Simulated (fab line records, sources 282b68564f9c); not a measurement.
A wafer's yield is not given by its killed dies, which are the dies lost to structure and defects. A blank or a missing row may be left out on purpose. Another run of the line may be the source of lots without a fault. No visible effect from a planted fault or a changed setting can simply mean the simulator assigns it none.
fab line records    flow rit_cmos
record: lots: 7  wafers: 21  last_day: 6
route steps=202 shown CONTACT@178 M1@184
lots with no fault: from the same line, run without faults
start_h: hours from the record's opening day to when the first of the lot's shown wafers began    wait_h: hours elapsed since this lot's preceding step    " unchanged from the row above    L1.1+2: a row that stands for several wafers    - value missing, or start not given    * or withheld: withheld    < > ~ a bound
route shown NAME@n: NAME is a module with steps in the file, n the number in the route of the first one    usual: mean and standard deviation over wafers with no fault    same: alike in all rows    chamber/n: place in a boat    sites: the reading at each site    _std_site: standard deviation of those values    _edge_site: inner sites' mean taken away from outer sites' mean    radius_mm: for every site, how far away it sits from the centre of the wafer    mask NAME#n: copy n    behind: the tool/chamber that last shaped the wafer    hold: why the lot was held/for how many hours/how that ended    device: which transistor (n, p or np) failed to switch    end of line: at the end of the route, the tests of the same wafers    for a step that has no rows: nothing shown but its recipe    killed: not the wafer's yield, but the dies lost to structure and defects at the first sort    map: shows each die of a wafer: x if killed, . if not, _ if none is there
set.NAME: the setting the step ran with; set.NAME@STEP: the setting that earlier step ran with    model.NAME: the simulator's own value behind a step, which no gauge read
lots at selected steps of the route; one table per step, one row per wafer
services: the hour from which a tool's chamber was out of use, counted from the record's first day as start_h (under 0 if before that day), plus the number of hours and why
== steps ==
step: RIT_CONTACT_HARDBAKE_10
recipe: resist: NOVOLAK  temp_c: 140  time_s: 60
step: RIT_CONTACT_ETCH_11
recipe: target_depth_a: 4800  over_etch_frac: 0.2  stop_on: TiSi2  chemistry: CHF3/CF4/Ar  target: SiO2  CHF3_flow_sccm: 50  cf4_flow_sccm: 10  Ar_flow_sccm: 100  O2_flow_sccm: 5  pressure_mtorr: 100  rf_w: 200  time_s: 320
usual: O2_flow_sccm: 4.999/0.014  drypump_motor_current_A: 5.7/0.51  oes_product_au: 0.989/0.018  throttle_valve_pct: 8.84/0.11
lot.wafer  tool         chamber  start_h  wait_h  O2_flow_sccm  drypump_motor_current_A  oes_product_au  rf_hours_counter_h  throttle_valve_pct
L525.1     rie_diel-03  1        51.82    0.1     5.002         5.8                      0.996           3                   8.88
L525.4     "            3        "        "       5.028         6.2                      0.968           139                 8.90
L525.6     "            1        "        "       4.979         5.8                      0.996           -                   8.86
L532.3     rie_diel-01  3        86.54    0.1     4.980         4.7                      0.962           35                  8.89
L532.5     "            3        "        "       4.975         4.7                      0.964           -                   8.87
L532.6     "            0        "        "       4.986         5.8                      1.017           -                   8.81
L535.2     rie_diel-03  0        102.64   0.1     4.967         4.9                      1.017           16                  8.68
L535.4     "            2        "        "       4.960         5.7                      1.012           7                   9.08
L535.6     "            3        "        "       4.978         6.2                      0.967           -                   8.90
L537.1     rie_diel-03  0        111.62   0.1     4.980         4.9                      1.016           16                  8.67
L537.3     "            1        "        "       5.004         5.7                      0.990           4                   8.86
L537.6     "            0        "        "       4.991         4.9                      1.015           -                   8.68
L541.2     rie_diel-01  1        132.50   0.1     5.007         6.2                      0.980           1                   8.89
L541.3     "            0        "        "       4.988         5.8                      1.013           131                 8.82
L541.5     "            1        "        "       5.004         6.1                      0.991           -                   8.88
L542.1     rie_diel-03  2        138.16   0.1     4.997         5.7                      1.011           7                   9.06
L542.2     "            0        "        "       4.976         4.9                      1.010           16                  8.69
L542.5     "            1        "        "       4.996         5.7                      0.990           -                   8.88
L544.1     rie_diel-02  3        146.28   0.1     5.007         5.2                      0.984           4                   8.76
L544.2     "            1        "        "       5.008         6.0                      0.978           70                  8.77
L544.4     "            2        "        "       4.982         5.2                      0.981           6                   8.69
step: RIT_CONTACT_STRIP_12
recipe: chemistry: O2  time_s: 185.1  resist: NOVOLAK  platen_temp_c: withheld  power_w: 500  pressure_mtorr: 4000  o2_flow_sccm: 4000
usual: drypump_motor_current_A: 5.7/0.49
lot.wafer  tool             chamber  start_h  wait_h  drypump_motor_current_A  rf_hours_counter_h
L525.1     plasma_asher-03  1        52.02    0.1     6.1                      42
L525.4     "                1        "        "       6.1                      -
L525.6     "                0        "        "       5.8                      -
L532.3     plasma_asher-03  0        86.79    0.2     5.8                      -
L532.5     "                1        "        "       6.1                      -
L532.6     "                0        "        "       5.8                      -
L535.2     plasma_asher-03  0        102.84   0.1     5.8                      47
L535.4     "                1        "        "       6.0                      -
L535.6     "                1        "        "       6.1                      -
L537.1     plasma_asher-03  1        111.81   0.1     6.0                      48
L537.3     "                1        "        "       6.0                      -
L537.6     "                1        "        "       6.1                      -
L541.2     plasma_asher-03  0        132.70   0.1     5.8                      51
L541.3     "                0        "        "       5.8                      -
L541.5     "                1        "        "       6.1                      -
L542.1     plasma_asher-02  0        138.36   0.1     5.1                      36
L542.2     "                1        "        "       4.9                      36
L542.5     "                1        "        "       4.9                      -
L544.1     plasma_asher-02  1        146.48   0.1     4.9                      37
L544.2     "                0        "        "       5.1                      37
L544.4     "                0        "        "       5.1                      -
step: RIT_CONTACT_CD_MEAS_90
recipe: target_cd_nm: 1000
usual: cd_nm: 999.2/2.2
lot.wafer  tool       chamber  start_h  wait_h  cd_nm
L525.1     cd_sem-02  -        52.19    0.1     999.6
L525.4     "          -        "        "       999.9
L525.6     "          -        "        "       1001.4
L532.3     cd_sem-01  -        86.95    0.1     999.7
L532.5     "          -        "        "       1001.4
L532.6     "          -        "        "       1002.1
L535.2     cd_sem-02  -        103.03   0.1     1001.5
L535.4     "          -        "        "       1000.2
L535.6     "          -        "        "       999.7
L537.1     cd_sem-01  -        111.99   0.1     1001.3
L537.3     "          -        "        "       1003.9
L537.6     "          -        "        "       1000.3
L541.2     cd_sem-01  -        132.89   0.1     1002.4
L541.3     "          -        "        "       1002.7
L541.5     "          -        "        "       1001.2
L542.1     cd_sem-01  -        138.53   0.1     999.7
L542.2     "          -        "        "       997.2
L542.5     "          -        "        "       999.8
L544.1     cd_sem-01  -        146.65   0.1     997.1
L544.2     "          -        "        "       994.7
L544.4     "          -        "        "       996.4
step: RIT_CONTACT_CLEAN_13
recipe: chemistry: SC1  mix: 3:3:50  time_s: 600  temp_c: 75
step: RIT_CONTACT_CLEAN_14
recipe: chemistry: SC2  mix: 3:3:50  time_s: 600  temp_c: 75  dry: n2_spin
step: RIT_M1_SPUTTER_00
recipe: material: Al  target_thk_nm: 400  power_w: 2000  chamber_pressure_pa: 0.4  gas: Ar  time_s: 500  substrate_temp_c: 25
usual: throttle_valve_pct: 29.4/1.1
lot.wafer  tool            chamber  start_h  wait_h  throttle_valve_pct
L525.1     pvd_sputter-04  -        52.69    0.0     27.7
L525.4     "               -        "        "       30.0
L525.6     "               -        "        "       28.9
L532.3     pvd_sputter-02  -        87.38    0.0     31.5
L532.5     "               -        "        "       29.9
L532.6     "               -        "        "       31.3
L535.2     pvd_sputter-04  -        103.51   0.0     28.1
L535.4     "               -        "        "       27.8
L535.6     "               -        "        "       28.3
L537.1     pvd_sputter-04  -        112.46   0.0     27.9
L537.3     "               -        "        "       28.7
L537.6     "               -        "        "       29.8
L541.2     pvd_sputter-02  -        133.34   0.0     29.6
L541.3     "               -        "        "       31.4
L541.5     "               -        "        "       29.5
L542.1     pvd_sputter-04  -        139.00   0.0     28.0
L542.2     "               -        "        "       30.3
L542.5     "               -        "        "       28.5
L544.1     pvd_sputter-04  -        147.12   0.0     29.8
L544.2     "               -        "        "       28.1
L544.4     "               -        "        "       28.0
step: RIT_M1_RS_MEAS_01
recipe: thk_meas_gauge: four-point-probe  reads: Al_of_M1_SPUTTER_00
usual: M1_AL_RS: 0.0735/0.0011
lot.wafer  tool           chamber  start_h  wait_h  M1_AL_RS[ohm/sq]
L525.1     film_metro-02  -        52.99    0.1     0.0744
L525.4     "              -        "        "       0.0730
L525.6     "              -        "        "       0.0723
L532.3     film_metro-03  -        87.71    0.2     0.0750
L532.5     "              -        "        "       0.0739
L532.6     "              -        "        "       0.0752
L535.2     film_metro-03  -        103.83   0.2     0.0719
L535.4     "              -        "        "       0.0732
L535.6     "              -        "        "       0.0723
L537.1     film_metro-02  -        112.75   0.1     0.0734
L537.3     "              -        "        "       0.0722
L537.6     "              -        "        "       0.0733
L541.2     film_metro-02  -        133.66   0.2     0.0739
L541.3     "              -        "        "       0.0752
L541.5     "              -        "        "       0.0746
L542.1     film_metro-02  -        139.30   0.1     0.0736
L542.2     "              -        "        "       0.0737
L542.5     "              -        "        "       0.0728
L544.1     film_metro-02  -        147.42   0.1     0.0725
L544.2     "              -        "        "       0.0728
L544.4     "              -        "        "       0.0716
step: RIT_M1_THK_MEAS_02
recipe: thk_meas_gauge: xrf  reads: Al_of_M1_SPUTTER_00
usual: M1_AL_THK: 399/6.5
lot.wafer  tool           chamber  start_h  wait_h  M1_AL_THK[nm]
L525.1     film_metro-02  -        53.11    0.1     393
L525.4     "              -        "        "       400
L525.6     "              -        "        "       405
L532.3     film_metro-03  -        87.81    0.1     392
L532.5     "              -        "        "       398
L532.6     "              -        "        "       393
L535.2     film_metro-03  -        103.94   0.1     413
L535.4     "              -        "        "       404
L535.6     "              -        "        "       409
L537.1     film_metro-02  -        112.87   0.1     397
L537.3     "              -        "        "       406
L537.6     "              -        "        "       398
L541.2     film_metro-02  -        133.77   0.1     395
L541.3     "              -        "        "       388
L541.5     "              -        "        "       392
L542.1     film_metro-02  -        139.42   0.1     397
L542.2     "              -        "        "       397
L542.5     "              -        "        "       400
L544.1     film_metro-02  -        147.54   0.1     401
L544.2     "              -        "        "       399
L544.4     "              -        "        "       408
step: RIT_M1_HMDS_03
recipe: prime_time_s: 60  prime_temp_c: 140
step: RIT_M1_COAT_04
recipe: resist: NOVOLAK  spin_rpm: 2000  resist_thk_nm: 1322
step: RIT_M1_SOFTBAKE_05
recipe: resist: NOVOLAK  temp_c: 90  time_s: 60
step: RIT_M1_EXPOSE_06
recipe: mask_id: M12  na: 0.6  source_shape: conventional  sigma_outer: 0.5  target_cd_nm: 2600  dose_mj: 250
usual: focus_offset_nm: 0.0/0.48  reticle_temp_C: 22.99/0.11
lot.wafer  tool              chamber  start_h  wait_h  mask   focus_offset_nm  reticle_temp_C  model.M1.overlay_x_nm
L525.1     iline_stepper-01  0        53.62    0.1     M12#0  -0.9             23.15           0.7024
L525.4     "                 0        "        "       M12#0  0.3              23.00           0.7024
L525.6     "                 0        "        "       M12#0  0.6              22.96           0.7024
L532.3     iline_stepper-02  0        88.34    0.1     M12#0  -0.6             22.97           -3.034
L532.5     "                 0        "        "       M12#0  0.4              23.09           -3.034
L532.6     "                 0        "        "       M12#0  0.5              22.94           -3.034
L535.2     iline_stepper-01  0        104.58   0.2     M12#0  0.3              22.88           2.223
L535.4     "                 0        "        "       M12#0  0.3              22.93           2.223
L535.6     "                 0        "        "       M12#0  -1.4             22.85           2.223
L537.1     iline_stepper-01  0        113.51   0.2     M12#0  0.1              23.17           -1.56
L537.3     "                 0        "        "       M12#0  0.1              22.98           -1.56
L537.6     "                 0        "        "       M12#0  0.4              23.16           -1.56
L541.2     iline_stepper-02  0        134.52   0.4     M12#0  0.5              23.09           0.5972
L541.3     "                 0        "        "       M12#0  0.3              23.27           0.5972
L541.5     "                 0        "        "       M12#0  0.5              23.12           0.5972
L542.1     iline_stepper-02  0        139.93   0.1     M12#0  0.3              23.09           1.414
L542.2     "                 0        "        "       M12#0  -0.9             22.79           1.414
L542.5     "                 0        "        "       M12#0  -0.2             22.92           1.414
L544.1     iline_stepper-02  0        148.17   0.2     M12#0  0.1              23.11           2.097
L544.2     "                 0        "        "       M12#0  0.8              23.15           2.097
L544.4     "                 0        "        "       M12#0  -0.2             23.15           2.097
step: RIT_M1_PEB_07
recipe: resist: NOVOLAK  temp_c: withheld  time_s: withheld
step: RIT_M1_PROBE_99
usual: defect_limited_yield: 97.4/1.2  killed_at_contacts: 0.1/0.29  killed_at_front_end: 7/3  killed_dies: 7/3  killed_open: 3.5/2  killed_short: 3.4/2  sort_bin_3_pad_short: 0.1/0.19  sort_bin_5_function: 1.5/0.77  sort_bin_6_memory: 1.0/0.7  sort_n_pass: 257/3  sort_yield_pct: 97.4/1.2
same: gross_dies: 264  killed_at_M0_to_M3: 0  killed_at_M4_up: 0  killed_at_back_side: 0  killed_at_other: 0
lot.wafer  tool       chamber  start_h  wait_h  defect_limited_yield[%]  killed_at_contacts  killed_at_front_end  killed_dies  killed_open  killed_short  sort_bin_3_pad_short[%]  sort_bin_5_function[%]  sort_bin_6_memory[%]  sort_n_pass  sort_yield_pct[%]
L532.3     prober-02  -        91.49    0.2     95.8                     0                   11                   11           4            7             0.4                      1.9                     1.9                   253          95.8
L532.5     prober-02  -        91.59    0.2     96.6                     0                   9                    9            5            4             0                        1.9                     1.5                   255          96.6
L532.6     prober-02  -        91.64    0.2     96.2                     0                   10                   10           6            4             0                        2.7                     1.1                   254          96.2
L535.2     prober-01  -        107.72   0.1     98.5                     0                   4                    4            3            1             0.4                      0.4                     0.8                   260          98.5
L535.4     prober-01  -        107.82   0.2     98.9                     0                   3                    3            1            2             0                        0.8                     0.4                   261          98.9
L535.6     prober-01  -        107.92   0.2     98.1                     0                   5                    5            4            1             0                        1.1                     0.8                   259          98.1
L537.1     prober-01  -        116.63   0.1     98.5                     0                   4                    4            1            3             0.8                      0.4                     0.4                   260          98.5
L537.3     prober-01  -        116.73   0.2     98.9                     0                   3                    3            2            1             0                        1.1                     0                     261          98.9
L537.6     prober-01  -        116.88   0.2     97.7                     0                   6                    6            3            3             0                        2.3                     0                     258          97.7
L541.2     prober-01  -        137.64   0.1     96.2                     0                   10                   10           5            5             0                        2.7                     1.1                   254          96.2
L541.3     prober-01  -        137.69   0.2     95.8                     0                   11                   11           8            3             0                        2.3                     1.9                   253          95.8
L541.5     prober-01  -        137.79   0.2     98.9                     0                   3                    3            3            0             0                        0                       1.1                   261          98.9
L542.1     prober-02  -        143.18   0.1     96.6                     1                   8                    9            5            4             0                        2.3                     1.1                   255          96.6
L542.2     prober-02  -        143.23   0.1     97.7                     0                   6                    6            1            5             0.4                      1.1                     0.8                   258          97.7
L542.5     prober-02  -        143.38   0.2     98.5                     0                   4                    4            0            4             0.4                      0.8                     0.4                   260          98.5
L544.1     prober-02  -        151.47   0.1     97.0                     0                   8                    8            4            4             0                        0.4                     2.7                   256          97.0
L544.2     prober-02  -        151.52   0.1     95.8                     0                   11                   11           6            5             0.4                      2.3                     1.5                   253          95.8
L544.4     prober-02  -        151.62   0.2     97.3                     0                   7                    7            3            4             0                        1.1                     1.5                   257          97.3
killed by level:class
L532.3 SPACER:geometric_particle:short=4 GATE:geometric_particle:short=3 FOX1:geometric_particle:open=1 REOX:geometric_particle:open=1 SPACER:geometric_particle:open=1 SILICIDE:geometric_particle:open=1
L532.5 GATE:geometric_particle:open=4 GATE:geometric_particle:short=3 FOX2:geometric_particle:short=1 SILICIDE:geometric_particle:open=1
L532.6 GATE:geometric_particle:open=4 GATE:geometric_particle:short=3 FOX1:geometric_particle:open=1 REOX:geometric_particle:short=1 SILICIDE:geometric_particle:open=1
L535.2 GATE:geometric_particle:open=2 ACTIVE:geometric_particle:open=1 SPACER:geometric_particle:short=1
L535.4 GATE:geometric_particle:short=2 REOX:geometric_particle:open=1
L535.6 GATE:geometric_particle:open=3 REOX:geometric_particle:open=1 SPACER:geometric_particle:short=1
L537.1 FOX1:geometric_particle:short=1 GATE:geometric_particle:open=1 GATE:geometric_particle:short=1 SPACER:geometric_particle:short=1
L537.3 FOX1:geometric_particle:open=1 GATE:geometric_particle:open=1 SPACER:geometric_particle:short=1
L537.6 GATE:geometric_particle:short=2 GATE:geometric_particle:open=1 REOX:geometric_particle:short=1 SPACER:geometric_particle:open=1 SILICIDE:geometric_particle:open=1
L541.2 GATE:geometric_particle:short=4 GATE:geometric_particle:open=3 REOX:geometric_particle:open=1 SPACER:geometric_particle:open=1 SILICIDE:geometric_particle:short=1
L541.3 FOX1:geometric_particle:open=5 GATE:geometric_particle:open=2 FOX1:geometric_particle:short=1 GATE:geometric_particle:short=1 REOX:geometric_particle:open=1 SILICIDE:geometric_particle:short=1
L541.5 GATE:geometric_particle:open=2 SPACER:geometric_particle:open=1
L542.1 SPACER:geometric_particle:open=2 SILICIDE:geometric_particle:short=2 FOX1:geometric_particle:open=1 FOX1:geometric_particle:short=1 GATE:geometric_particle:short=1 GATE:geometric_particle:open=1 CONTACT:geometric_particle:open=1
L542.2 FOX1:geometric_particle:short=2 GATE:geometric_particle:short=1 REOX:geometric_particle:open=1 REOX:geometric_particle:short=1 SPACER:geometric_particle:short=1
L542.5 GATE:geometric_particle:short=2 REOX:geometric_particle:short=1 SILICIDE:geometric_particle:short=1
L544.1 FOX1:geometric_particle:open=2 GATE:geometric_particle:short=2 FOX1:geometric_particle:short=1 REOX:geometric_particle:short=1 SPACER:geometric_particle:open=1 SILICIDE:geometric_particle:open=1
L544.2 GATE:geometric_particle:short=3 FOX1:geometric_particle:open=2 GATE:geometric_particle:open=2 FOX1:geometric_particle:short=1 SPACER:geometric_particle:short=1 SPACER:geometric_particle:open=1 SILICIDE:geometric_particle:open=1
L544.4 GATE:geometric_particle:open=2 SPACER:geometric_particle:short=2 GATE:geometric_particle:short=1 REOX:geometric_particle:short=1 SPACER:geometric_particle:open=1
== services ==
tool              chamber  start_h  hours  kind
iline_stepper-01  -        33.92    3.8    repair
rie_diel-02       -        37.46    14.6   pm
rie_diel-01       -        42.55    0.4    repair
iline_stepper-02  -        43.42    1.7    pm
rie_diel-02       2        52.72    4.6    repair
pvd_sputter-04    -        53.40    2.1    repair
rie_diel-01       1        55.66    -      clean
rie_diel-01       1        55.66    24.1   scheduled_down
rie_diel-01       1        55.66    24.1   vent_cycle
rie_diel-01       3        63.31    4.3    repair
rie_diel-02       2        75.81    2.2    repair
rie_diel-01       -        89.55    1.4    repair
pvd_sputter-02    -        90.81    4.8    repair
rie_diel-01       1        97.98    8.9    repair
plasma_asher-02   -        106.27   1.4    repair
rie_diel-02       -        108.23   2.8    pm
pvd_sputter-02    -        118.16   1.0    repair
rie_diel-02       -        121.50   1.7    repair
iline_stepper-01  -        132.14   9.0    repair
iline_stepper-01  -        136.94   1.6    repair
rie_diel-03       0        139.60   17.5   repair
== key ==
first_sign none at tools or gauges
model_effect: step: RIT_M1_EXPOSE_06  value: M1.overlay_x_nm  without: -1.1  struck: 1.37
met_at RIT_M1_EXPOSE_06
struck_wafers L541.2,L541.3,L541.5,L542.1,L542.2,L542.5,L544.1,L544.2,L544.4
onset_between 88.34 134.52
also_fits time
fault: kind: scanner_matching_overlay  tool: iline_stepper-02  chamber: -  onset_h: 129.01  steps: RIT_M1_EXPOSE_06  offset: 2.4701
